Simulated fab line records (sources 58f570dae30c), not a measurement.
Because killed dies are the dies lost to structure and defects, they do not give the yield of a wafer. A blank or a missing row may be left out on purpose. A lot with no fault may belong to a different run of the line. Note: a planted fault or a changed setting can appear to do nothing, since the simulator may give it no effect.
Which tool was responsible? -- flow berkeley-cmos170 -- 14 lots, 42 wafers sampled, at 4 steps of a route of 331

WHAT EACH GAUGE READ, for each wafer
UCB170_WELLDRIVE_THK_MEAS_02.
lot,measured,on,WELLDRIVE_OXIDE_THK (nm)
L304,day 4 04:05,film-metro-02,198 196 200
L306,day 4 04:08,film-metro-02,197 200 197
L307,day 4 04:04,film-metro-04,195 193 193
L309,day 4 16:53,film-metro-04,200 198 199
L308,day 4 16:53,film-metro-02,202 203 202
L310,day 5 02:23,film-metro-03,193 200 194
L311,day 5 12:21,film-metro-04,196 197 199
L313,day 5 19:40,film-metro-03,199 202 200
L316,day 6 15:46,film-metro-03,198 199 196
L322,day 8 00:04,film-metro-04,198 195 198
L326,day 8 23:44,film-metro-03,192 191 194
L327,day 8 14:29,film-metro-02,200 195 197

UCB170_ACTIVE_CD_MEAS_90 targets a cd of 1200 nm.
lot,measured,on,cd-nm (nm)
L304,day 5 02:38,cd-sem-02,1200.5 1199.1 1199.8
L306,day 5 02:52,cd-sem-01,1202.6 1202.6 1202.9
L307,day 5 02:31,cd-sem-01,1199.4 1199.5 1199.3
L309,day 5 18:14,cd-sem-02,1201.4 1202.4 1201.9
L308,day 5 18:29,cd-sem-01,1200.2 1200.6 1199.0
L310,day 6 08:43,cd-sem-02,1202.5 1203.2 1202.0
L311,day 6 17:10,cd-sem-02,1200.0 1200.1 1201.6
L313,day 7 00:46,cd-sem-02,1201.1 1201.0 1201.6
L316,day 7 13:26,cd-sem-01,1200.8 1200.5 1201.2
L322,day 9 06:27,cd-sem-02,1204.0 1201.6 1201.8
L326,day 9 23:51,cd-sem-02,1199.8 1199.2 1199.0
L327,day 9 15:14,cd-sem-01,1201.5 1200.2 1200.1

WHICH TOOL RAN EACH LOT (tool, then ch and the chambers of the sampled wafers, then the start)
lot,UCB170_NWELL_WET_ETCH_18,UCB170_PWELL_STRIP_16
L304,"wet-bench-02 ch 0, day 2 17:38","plasma-asher-04 ch 0,1, day 3 12:25"
L306,"wet-bench-02 ch 1, day 2 22:20","plasma-asher-01 ch 0,1, day 3 15:50"
L307,"wet-bench-02 ch 3, day 2 22:20","plasma-asher-04 ch 0,1, day 3 15:55"
L309,"wet-bench-02 ch 2, day 3 08:52","plasma-asher-01 ch 0,1, day 4 03:53"
L308,"wet-bench-03 ch 0, day 3 09:32","plasma-asher-01 ch 0,1, day 4 04:26"
L310,"wet-bench-03 ch 1, day 3 16:14","plasma-asher-03 ch 0,1, day 4 12:28"
L311,"wet-bench-03 ch 1, day 4 00:05","plasma-asher-03 ch 0,1, day 4 20:33"
L313,"wet-bench-03 ch 2, day 4 10:13","plasma-asher-03 ch 0,1, day 5 06:59"
L316,"wet-bench-04 ch 1, day 4 23:50","plasma-asher-04 ch 0,1, day 6 01:35"
L315,"wet-bench-03 ch 3, day 5 01:05",-
L317,"wet-bench-03 ch 3, day 5 08:07",-
L322,"wet-bench-03 ch 0, day 6 15:20","plasma-asher-04 ch 0,1, day 7 09:44"
L326,"wet-bench-02 ch 2, day 7 06:25","plasma-asher-04 ch 0,1, day 8 05:15"
L327,"wet-bench-04 ch 1, day 7 07:27","plasma-asher-01 ch 0,1, day 8 05:06"
- UCB170_NWELL_WET_ETCH_18: etches Si3N4 in H3PO4, time 14400 s.
- UCB170_PWELL_STRIP_16: strips in O2.

WHAT THE TOOLS THEMSELVES READ (means of the sampled wafers that have a number; where no wafer has one, the mark that the record gives instead)
UCB170_NWELL_WET_ETCH_18.
lot,tool,bath-guard-temp-C (C),bath-heat-duty-pct (%)
L304,wet-bench-02,158.8,28.7
L306,wet-bench-02,160.8,28.7
L307,wet-bench-02,160.4,27.4
L309,wet-bench-02,159.8,26.6
L308,wet-bench-03,160.1,26.4
L310,wet-bench-03,160.0,29.5
L311,wet-bench-03,160.0,29.5
L313,wet-bench-03,159.2,31.4
L316,wet-bench-04,160.0,30.0
L315,wet-bench-03,-,-
L317,wet-bench-03,-,-
L322,wet-bench-03,159.5,27.2
L326,wet-bench-02,159.7,26.6
L327,wet-bench-04,160.0,31.1

UCB170_PWELL_STRIP_16.
lot,tool,drypump-motor-current-A (A),oes-product-au (a.u.),strip-time-to-endpoint-s (s)
L304,plasma-asher-04,5.6,0.719,18.08
L306,plasma-asher-01,6.3,0.714,18.11
L307,plasma-asher-04,5.6,0.720,18.17
L309,plasma-asher-01,6.3,0.723,18.10
L308,plasma-asher-01,6.2,0.727,18.05
L310,plasma-asher-03,5.3,0.724,18.10
L311,plasma-asher-03,5.3,0.718,18.06
L313,plasma-asher-03,5.6,0.719,18.14
L316,plasma-asher-04,5.6,0.724,18.12
L322,plasma-asher-04,5.8,0.719,18.04
L326,plasma-asher-04,5.8,0.716,18.12
L327,plasma-asher-01,6.0,0.724,18.08

THE ANSWER, worked out from the rows above alone
Rule: what is usual is taken from the lots themselves. Put in order of their means at a reading, lots are off if they are a third of the lots or fewer, leave a main group of 4 or more, and stand apart from it by a gap of 3 or more times the standard deviation of the main group's means; of several such gaps the widest counts. A main group whose means are all the same, to the digits that the tables above print for the reading, isn't used. Also off: a lot with no number at a reading for which 4 or more lots have one. The other lots that the step has rows for count as sound. After the gauges, taken in route order, come the tools' own readings; for these a lot's mean is taken, as printed above. At the first step where some lot is off, the reading lying furthest off is the one used; lots without a number count as furthest.
Off at UCB170_NWELL_WET_ETCH_18 (bath-guard-temp-C): L315, L317. Without a number there: L315, L317. The main group: mean 159.9 C, standard deviation 0.5.
A tool fits if, at that step or a process step before it, it ran every lot that is off, and no sound lot after the first of them. Of those tried, none fits.

WHAT THE SIMULATOR PUT IN
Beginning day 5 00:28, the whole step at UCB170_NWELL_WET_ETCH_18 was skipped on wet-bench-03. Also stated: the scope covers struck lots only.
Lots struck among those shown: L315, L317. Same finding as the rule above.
